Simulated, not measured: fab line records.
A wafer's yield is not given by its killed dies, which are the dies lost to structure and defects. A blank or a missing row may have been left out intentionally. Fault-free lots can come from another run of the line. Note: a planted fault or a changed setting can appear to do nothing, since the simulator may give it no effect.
2 desks, one fault ; flow berkeley-cmos170 ; only its own numbers are on each desk; what lay behind them is given at the end

## AT THE METROLOGY DESK
Lot by lot, what the gauges showed, no matter which tool ran the lot: averages of those sampled wafers that carry a number. Marked OUT: a lot whose mean sits more than 4 standard deviations from the usual mean, which makes it out of limits; the brackets give that distance.
Columns: A = NWELL_TW at UCB170_NWELL_TW_MEAS_16, usual 1246
lot;first seen here;A
L139;day 2 06:07;1256
L147;day 4 03:19;1505 (+20) OUT
L149;day 4 08:30;1469 (+17) OUT
L150;day 4 18:40;1506 (+20) OUT
L152;day 5 02:14;1230
L154;day 5 07:59;1225
L155;day 5 12:31;1257
L156;day 5 16:29;1260
L157;day 6 04:51;1249
L158;day 6 10:23;1223
L160;day 6 16:49;1248
L161;day 6 22:59;1250
L162;day 7 03:23;1260
This desk finds L147, L149, L150 out of limits, with the earliest case on L147 at day 4 03:19 (NWELL_TW at UCB170_NWELL_TW_MEAS_16). L139, L152, L154, L155, L156, L157, L158, L160, L161, L162 stayed within limits.

## TOOL OWNER'S DESK, implanter-02
For each lot that ran on this tool, the mean over its sampled wafers that have a number, from the tool's own readings at UCB170_NWELL_IMPLANT_14. Marked OUT: a lot whose mean sits more than 4 standard deviations from the usual mean, which makes it out of limits; the brackets give that distance.
Columns: A = dose-ions-cm2 at UCB170_NWELL_IMPLANT_14, usual 1e+13; B = faraday-current-uA at UCB170_NWELL_IMPLANT_14, usual 31.7
lot;first seen here;A;B
L147;day 4 03:04;2e+13 (+99 or more) OUT;54.8 (+37) OUT
L149;day 4 08:15;2e+13 (+99 or more) OUT;56.7 (+40) OUT
L150;day 4 18:25;2e+13 (+99 or more) OUT;55.7 (+39) OUT
This desk's finding: out of limits on L147, L149, L150; first on L147, day 4 03:04 (dose-ions-cm2 at UCB170_NWELL_IMPLANT_14). In limits: none.

## TAKEN TOGETHER
The tool owner's desk could have raised an alarm at day 4 03:04, on L147, L149, L150.
Metrology desk: alarm possible at day 4 03:19 on L147, L149, L150.
Every lot named ran UCB170_NWELL_IMPLANT_14 on implanter-02.

## WHAT THE SIMULATOR PUT IN
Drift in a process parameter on implanter-02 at UCB170_NWELL_IMPLANT_14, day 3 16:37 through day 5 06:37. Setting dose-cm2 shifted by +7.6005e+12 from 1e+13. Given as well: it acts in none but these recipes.
Lots struck among those shown: L147, L149, L150.
Hours from the fault's start to each desk's first reading out of limits: the tool owner's desk, 10; the metrology desk, 11.
